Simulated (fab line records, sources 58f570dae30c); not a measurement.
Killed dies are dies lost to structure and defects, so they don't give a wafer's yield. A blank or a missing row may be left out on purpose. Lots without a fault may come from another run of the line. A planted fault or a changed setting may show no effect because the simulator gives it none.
Tool commonality check | flow berkeley_cmos170 | 12 lots, 36 wafers sampled

WHY IT WAS OPENED
At UCB170_NWELL_THK_MEAS_05 the reading NWELL_NITRIDE_THK is flagged on 1 of 12 lots. Wafers without a fault read 224.3 nm, standard deviation 2.1.
Rule: a lot is flagged when every wafer of it that has a number lies more than 4 standard deviations from that mean, or none has a number. The other lots count as sound.

lot  | measured    | on            | NWELL_NITRIDE_THK (nm), wafer by wafer | flag
L600 | day 2 08:08 | film_metro-03 | 220.2 222.3 220.6                      |
L601 | day 2 12:52 | film_metro-03 | 223.9 225.2 224.1                      |
L602 | day 2 23:44 | film_metro-02 | 222.2 222.3 223.6                      |
L604 | day 3 04:10 | film_metro-02 | 223.9 223.2 222.9                      |
L603 | day 3 04:11 | film_metro-03 | 227.8 227.6 226.9                      |
L605 | day 3 10:49 | film_metro-03 | 222.9 223.3 224.3                      |
L606 | day 3 10:50 | film_metro-04 | 221.2 222.4 222.3                      |
L607 | day 3 21:00 | film_metro-02 | 221.8 221.7 221.3                      |
L608 | day 4 06:13 | film_metro-02 | 222.6 220.4 221.5                      |
L613 | day 5 07:08 | film_metro-02 | 129.8 131.0 130.7                      | FLAGGED
L618 | day 6 05:59 | film_metro-04 | 224.9 225.4 226.7                      |
L619 | day 6 06:00 | film_metro-03 | 223.8 224.4 225.0                      |
The numbers of the flagged lots are 130.5 nm on average: -93.8 nm against the usual, or -45 standard deviations.

WHICH TOOL RAN EACH LOT
The record holds 2 process steps before the reading, out of a route of 331 steps. In each cell: the tool, then ch and the chambers that the sampled wafers went through, then the start.
lot  | flag    | UCB170_ZERO_ETCH_06               | UCB170_NWELL_CVD_04
L600 |         | rie_diel-01 ch 0,1, day 1 19:43   | lpcvd-01 ch 0, day 2 05:14
L601 |         | rie_diel-03 ch 0,1,3, day 2 00:29 | lpcvd-01 ch 0, day 2 10:55
L602 |         | rie_diel-04 ch 1,2, day 2 09:25   | lpcvd-01 ch 0, day 2 21:47
L604 |         | rie_diel-01 ch 1,2, day 2 14:57   | lpcvd-02 ch 0, day 3 02:13
L603 |         | rie_diel-04 ch 0,1, day 2 14:23   | lpcvd-02 ch 1, day 3 02:13
L605 |         | rie_diel-04 ch 1,3, day 3 01:05   | lpcvd-02 ch 1, day 3 08:53
L606 |         | rie_diel-03 ch 0,1, day 3 01:20   | lpcvd-02 ch 0, day 3 08:53
L607 |         | rie_diel-04 ch 0,1,3, day 3 09:37 | lpcvd-01 ch 0, day 3 19:02
L608 |         | rie_diel-04 ch 0,1,2, day 3 12:54 | lpcvd-02 ch 0, day 4 04:16
L613 | FLAGGED | rie_diel-04 ch 1,2, day 4 16:02   | lpcvd-02 ch 1, day 5 05:12
L618 |         | rie_diel-03 ch 1,2,3, day 5 14:50 | lpcvd-01 ch 1, day 6 03:05
L619 |         | rie_diel-04 ch 1,2, day 5 14:33   | lpcvd-01 ch 0, day 6 03:05
What these steps do:
- UCB170_ZERO_ETCH_06: etches SiO2 in CHF3/CF4/Ar, time 12 s.
- UCB170_NWELL_CVD_04: deposits Si3N4 from SiH2Cl2/NH3, target thk 224 nm, time 3360 s.
- UCB170_NWELL_THK_MEAS_05

FLAGGED OVER TOTAL, TOOL BY TOOL (the gauges that took the reading come last)
step                     | tool          | lots run | flagged | share of the flagged lots | sound lots run after its first flagged lot
UCB170_ZERO_ETCH_06      | rie_diel-01   | 2        | 0       | none                      | -
UCB170_ZERO_ETCH_06      | rie_diel-03   | 3        | 0       | none                      | -
UCB170_ZERO_ETCH_06      | rie_diel-04   | 7        | 1       | all                       | 1 (L619)
UCB170_NWELL_CVD_04      | lpcvd-01      | 6        | 0       | none                      | -
UCB170_NWELL_CVD_04      | lpcvd-02      | 6        | 1       | all                       | 0
UCB170_NWELL_THK_MEAS_05 | film_metro-02 | 5        | 1       | all                       | 0
UCB170_NWELL_THK_MEAS_05 | film_metro-03 | 5        | 0       | none                      | -
UCB170_NWELL_THK_MEAS_05 | film_metro-04 | 2        | 0       | none                      | -

WHAT THE TABLE ALLOWS
3 rows of the table ran every flagged lot: rie_diel-04 at UCB170_ZERO_ETCH_06, lpcvd-02 at UCB170_NWELL_CVD_04, film_metro-02 at UCB170_NWELL_THK_MEAS_05.
- rie_diel-04 at UCB170_ZERO_ETCH_06: 1 of its 7 lots flagged. Sound lots ran on it after the first flagged one (L619), which a lasting fault on the whole tool wouldn't allow.
- lpcvd-02 at UCB170_NWELL_CVD_04: 1 of its 6 lots flagged. Its last sound lot is L608 (day 4 04:16), its first flagged lot L613 (day 5 05:12): a fault that began between those two fits.
- film_metro-02 at UCB170_NWELL_THK_MEAS_05: 1 of its 5 lots flagged. Its last sound lot is L608 (day 4 06:13), its first flagged lot L613 (day 5 07:08): a fault that began between those two fits.
Counting lots can't tell these 2 tools apart, because each fits a fault that began at some hour. More lots, or a look at what each step does to the wafer, might.

WHAT THE SIMULATOR HAD PUT IN
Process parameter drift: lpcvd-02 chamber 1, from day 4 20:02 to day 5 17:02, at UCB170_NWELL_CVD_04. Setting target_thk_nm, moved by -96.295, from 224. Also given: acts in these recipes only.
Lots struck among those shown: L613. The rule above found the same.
